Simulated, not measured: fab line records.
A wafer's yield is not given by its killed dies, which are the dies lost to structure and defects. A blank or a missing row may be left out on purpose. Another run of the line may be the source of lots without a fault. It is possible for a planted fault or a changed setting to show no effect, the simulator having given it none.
The tool behind it: which one? :: flow berkeleyCmos170 :: Sampling: 13 lots, 39 wafers, 4 of 331 route steps

WHAT EACH GAUGE READ, for each wafer
UCB170_ACTIVE_CD_MEAS_90 targets a cd of 1200 nm. Usual: cdNm at 1199.9 nm, with a standard deviation of 1.9.
lot: L327
measured: day 4 10:08
on: cdSem-01
cdNm (nm): 1199.2 1198.6 1197.7
flag: 

lot: L329
measured: day 5 02:20
on: cdSem-02
cdNm (nm): 1200.9 1200.5 1200.8
flag: 

lot: L330
measured: day 5 06:42
on: cdSem-02
cdNm (nm): 1199.9 1199.4 1199.9
flag: 

lot: L331
measured: day 5 16:05
on: cdSem-02
cdNm (nm): 1202.4 1199.9 1201.7
flag: 

lot: L332
measured: day 5 16:19
on: cdSem-02
cdNm (nm): 1197.9 1197.9 1196.8
flag: 

lot: L335
measured: day 6 00:23
on: cdSem-01
cdNm (nm): 1199.3 1199.9 1199.9
flag: 

lot: L336
measured: day 6 00:38
on: cdSem-01
cdNm (nm): 1198.6 1198.9 1198.5
flag: 

lot: L343
measured: day 7 07:27
on: cdSem-01
cdNm (nm): 1198.5 1198.6 1198.3
flag: 

lot: L340
measured: day 7 07:31
on: cdSem-02
cdNm (nm): 1201.2 1200.1 1200.7
flag: 

lot: L341
measured: day 7 14:02
on: cdSem-01
cdNm (nm): 1199.6 1199.4 1200.1
flag: 

lot: L342
measured: day 7 18:22
on: cdSem-01
cdNm (nm): 1198.5 1197.4 1199.0
flag: 

lot: L347
measured: day 8 09:31
on: cdSem-01
cdNm (nm): 1200.7 1201.6 1201.1
flag: 

lot: L350
measured: day 9 10:31
on: cdSem-02
cdNm (nm): 1201.3 1201.9 1199.6
flag: 

UCB170_GATE_CD_MEAS_12 targets a cd of 350 nm. Usual: cdNm at 350.2 nm, with a standard deviation of 1.3.
lot: L327
measured: day 6 00:35
on: cdSem-02
cdNm (nm): 349.8 348.1 350.6
flag: 

lot: L329
measured: day 7 02:46
on: cdSem-02
cdNm (nm): 348.1 347.3 348.5
flag: 

lot: L330
measured: day 7 03:18
on: cdSem-01
cdNm (nm): 350.4 351.2 350.1
flag: 

lot: L331
measured: day 7 15:41
on: cdSem-01
cdNm (nm): 350.4 351.0 349.7
flag: 

lot: L332
measured: day 7 16:13
on: cdSem-01
cdNm (nm): 349.1 350.2 350.6
flag: 

lot: L335
measured: day 7 20:12
on: cdSem-02
cdNm (nm): 348.2 348.8 348.7
flag: 

lot: L336
measured: day 7 20:21
on: cdSem-01
cdNm (nm): 350.7 350.1 350.4
flag: 

lot: L343
measured: day 9 05:32
on: cdSem-01
cdNm (nm): 351.2 349.5 350.6
flag: 

lot: L340
measured: day 9 05:03
on: cdSem-02
cdNm (nm): 349.7 349.5 351.0
flag: 

lot: L341
measured: day 9 20:55
on: cdSem-01
cdNm (nm): 350.8 349.5 349.2
flag: 

lot: L342
measured: day 9 10:22
on: cdSem-02
cdNm (nm): 376.7 377.5 377.4
flag: OFF

lot: L347
measured: day 10 10:16
on: cdSem-02
cdNm (nm): 350.4 350.5 351.0
flag: 

lot: L350
measured: day 11 02:18
on: cdSem-02
cdNm (nm): 351.7 351.8 352.0
flag: 

UCB170_SDANNEAL_RS_MEAS_02: uses a four-point probe to measure. Usual: PSD_RS typically reads 75.64 ohm/sq, with standard deviation 0.26.
lot: L327
measured: day 6 15:59
on: filmMetro-03
PSD_RS (ohm/sq): 75.63 75.56 75.93
flag: 

lot: L329
measured: day 7 16:07
on: filmMetro-02
PSD_RS (ohm/sq): 75.37 75.37 75.23
flag: 

lot: L330
measured: day 7 16:25
on: filmMetro-03
PSD_RS (ohm/sq): 75.78 75.75 75.66
flag: 

lot: L331
measured: day 8 07:15
on: filmMetro-03
PSD_RS (ohm/sq): 75.46 75.90 75.73
flag: 

lot: L332
measured: day 8 07:31
on: filmMetro-01
PSD_RS (ohm/sq): 75.70 75.81 75.60
flag: 

lot: L335
measured: day 8 12:21
on: filmMetro-01
PSD_RS (ohm/sq): 75.90 75.86 75.79
flag: 

lot: L336
measured: day 8 12:09
on: filmMetro-03
PSD_RS (ohm/sq): 75.24 75.41 75.56
flag: 

lot: L343
measured: day 9 21:57
on: filmMetro-02
PSD_RS (ohm/sq): 75.46 75.81 75.42
flag: 

lot: L340
measured: day 9 21:05
on: filmMetro-01
PSD_RS (ohm/sq): 75.48 75.76 75.74
flag: 

lot: L341
measured: day 10 12:43
on: filmMetro-03
PSD_RS (ohm/sq): 75.50 75.27 75.32
flag: 

lot: L342
measured: day 9 21:46
on: filmMetro-03
PSD_RS (ohm/sq): 75.72 75.61 76.00
flag: 

lot: L347
measured: day 10 23:00
on: filmMetro-01
PSD_RS (ohm/sq): 75.07 75.09 75.37
flag: 

lot: L350
measured: day 11 19:10
on: filmMetro-02
PSD_RS (ohm/sq): 75.70 75.96 75.69
flag: 

EACH LOT AND THE TOOL THAT RAN IT (in order: tool; ch and the chambers of the sampled wafers; start)
lot: L327
UCB170_GATE_EXPOSE_09: krfScanner-01 ch 0, day 5 23:58

lot: L329
UCB170_GATE_EXPOSE_09: krfScanner-02 ch 0, day 7 02:21

lot: L330
UCB170_GATE_EXPOSE_09: krfScanner-02 ch 0, day 7 02:34

lot: L331
UCB170_GATE_EXPOSE_09: krfScanner-02 ch 0, day 7 15:17

lot: L332
UCB170_GATE_EXPOSE_09: krfScanner-01 ch 0, day 7 15:38

lot: L335
UCB170_GATE_EXPOSE_09: krfScanner-01 ch 0, day 7 19:43

lot: L336
UCB170_GATE_EXPOSE_09: krfScanner-02 ch 0, day 7 19:56

lot: L343
UCB170_GATE_EXPOSE_09: krfScanner-02 ch 0, day 9 04:34

lot: L340
UCB170_GATE_EXPOSE_09: krfScanner-01 ch 0, day 9 04:12

lot: L341
UCB170_GATE_EXPOSE_09: krfScanner-02 ch 0, day 9 20:29

lot: L342
UCB170_GATE_EXPOSE_09: krfScanner-02 ch 0, day 9 09:40

lot: L347
UCB170_GATE_EXPOSE_09: krfScanner-01 ch 0, day 10 08:53

lot: L350
UCB170_GATE_EXPOSE_09: krfScanner-01 ch 0, day 11 01:54
- UCB170_GATE_EXPOSE_09: exposes mask POLY, target cd 350 nm.

WHAT THE TOOLS THEMSELVES READ (means of the sampled wafers that have a number; where no wafer has one, the mark that the record gives instead)
The record holds no such reading with a usual standard deviation.

THE ANSWER, worked out from the rows above alone
Rule: lot off if the mean of its wafers having a number is beyond 3 standard deviations from the usual mean. Also off: a lot with no number at a reading for which 4 or more lots have one. Where the step has rows for the other lots, those lots are counted as sound. The gauges are gone through in route order, then the tools' own readings, and for those a lot's mean is taken as printed above. The first step at which some lot is off is used, and at that step the reading that is off furthest; a lot without a number counts as furthest.
Off at UCB170_GATE_CD_MEAS_12 (cdNm): L342.
A tool fits if, at a process step before that reading, it ran every lot that is off, and no sound lot after the first of them. The gauges at UCB170_GATE_CD_MEAS_12 are tried like those tools. None of those tried fits.

WHAT THE SIMULATOR HAD PUT IN
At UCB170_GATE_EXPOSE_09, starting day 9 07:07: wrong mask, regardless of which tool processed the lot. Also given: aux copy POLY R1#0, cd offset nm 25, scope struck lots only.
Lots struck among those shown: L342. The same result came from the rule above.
